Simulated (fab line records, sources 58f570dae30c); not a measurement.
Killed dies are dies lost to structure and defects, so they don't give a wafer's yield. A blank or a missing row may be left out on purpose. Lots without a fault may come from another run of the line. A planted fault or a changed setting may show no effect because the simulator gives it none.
Which tool did it? | flow berkeley_cmos170 | 13 lots, 39 wafers sampled, at 1 step of a route of 331

WHAT THE GAUGES READ, wafer by wafer
The record holds no reading of a measuring or inspecting step that can be judged against a usual standard deviation.

WHICH TOOL RAN EACH LOT (tool, then ch and the chambers of the sampled wafers, then the start)
lot  | UCB170_PWELL_ETCH_14
L179 | rie_diel-04 ch 1,2,3, day 3 07:14
L180 | rie_diel-04 ch 1,3, day 3 08:45
L181 | rie_diel-02 ch 0,1, day 3 16:42
L182 | rie_diel-01 ch 2,3, day 3 20:20
L183 | rie_diel-02 ch 0,2,3, day 4 01:34
L185 | rie_diel-01 ch 0,2,3, day 4 15:58
L190 | rie_diel-01 ch 0,3, day 5 10:05
L194 | rie_diel-04 ch 1,2,3, day 6 01:05
L193 | rie_diel-02 ch 0,1,3, day 6 09:53
L198 | rie_diel-04 ch 1,2,3, day 7 02:06
L197 | rie_diel-04 ch 0,2,3, day 7 05:31
L200 | rie_diel-04 ch 0,1,2, day 7 14:57
L201 | rie_diel-01 ch 0,1, day 7 15:13
- UCB170_PWELL_ETCH_14: etches Si3N4 in CH3F/Ar/O2, stops on SiO2, target depth 242 nm, time 155 s.

WHAT THE TOOLS THEMSELVES READ (means of the sampled wafers that have a number; where no wafer has one, the mark that the record gives instead)
UCB170_PWELL_ETCH_14.
lot  | tool        | drypump_motor_current_A (A) | oes_product_au (a.u.) | throttle_valve_pct (%)
L179 | rie_diel-04 | 5.7                         | 0.955                 | 8.13
L180 | rie_diel-04 | 5.5                         | 0.958                 | 8.11
L181 | rie_diel-02 | 5.9                         | 0.935                 | 8.07
L182 | rie_diel-01 | 5.5                         | 0.932                 | 7.90
L183 | rie_diel-02 | 5.7                         | 0.948                 | 7.99
L185 | rie_diel-01 | 5.5                         | 0.937                 | 8.00
L190 | rie_diel-01 | 5.5                         | 0.928                 | 8.06
L194 | rie_diel-04 | 5.7                         | 0.958                 | 8.15
L193 | rie_diel-02 | 5.7                         | 0.908                 | 8.07
L198 | rie_diel-04 | 5.7                         | 0.944                 | 8.14
L197 | rie_diel-04 | 5.8                         | 0.952                 | 8.22
L200 | rie_diel-04 | 5.9                         | 0.932                 | 8.19
L201 | rie_diel-01 | 5.9                         | 0.928                 | 8.17

THE ANSWER, worked out from the rows above alone
Rule: what is usual is taken from the lots themselves. Put in order of their means at a reading, lots are off if they are a third of the lots or fewer, leave a main group of 4 or more, and stand apart from it by a gap of 3 or more times the standard deviation of the main group's means; of several such gaps the widest counts. A main group whose means are all the same, to the digits that the tables above print for the reading, isn't used. A lot without any number at a reading at which 4 lots or more have one is off too. The other lots that the step has rows for count as sound. The gauges are gone through in route order, then the tools' own readings, and for those a lot's mean is taken as printed above. The first step at which some lot is off is used, and at that step the reading that is off furthest; a lot without a number counts as furthest.
No lot is off at any reading shown: from this, nothing can be told.

WHAT THE SIMULATOR HAD PUT IN
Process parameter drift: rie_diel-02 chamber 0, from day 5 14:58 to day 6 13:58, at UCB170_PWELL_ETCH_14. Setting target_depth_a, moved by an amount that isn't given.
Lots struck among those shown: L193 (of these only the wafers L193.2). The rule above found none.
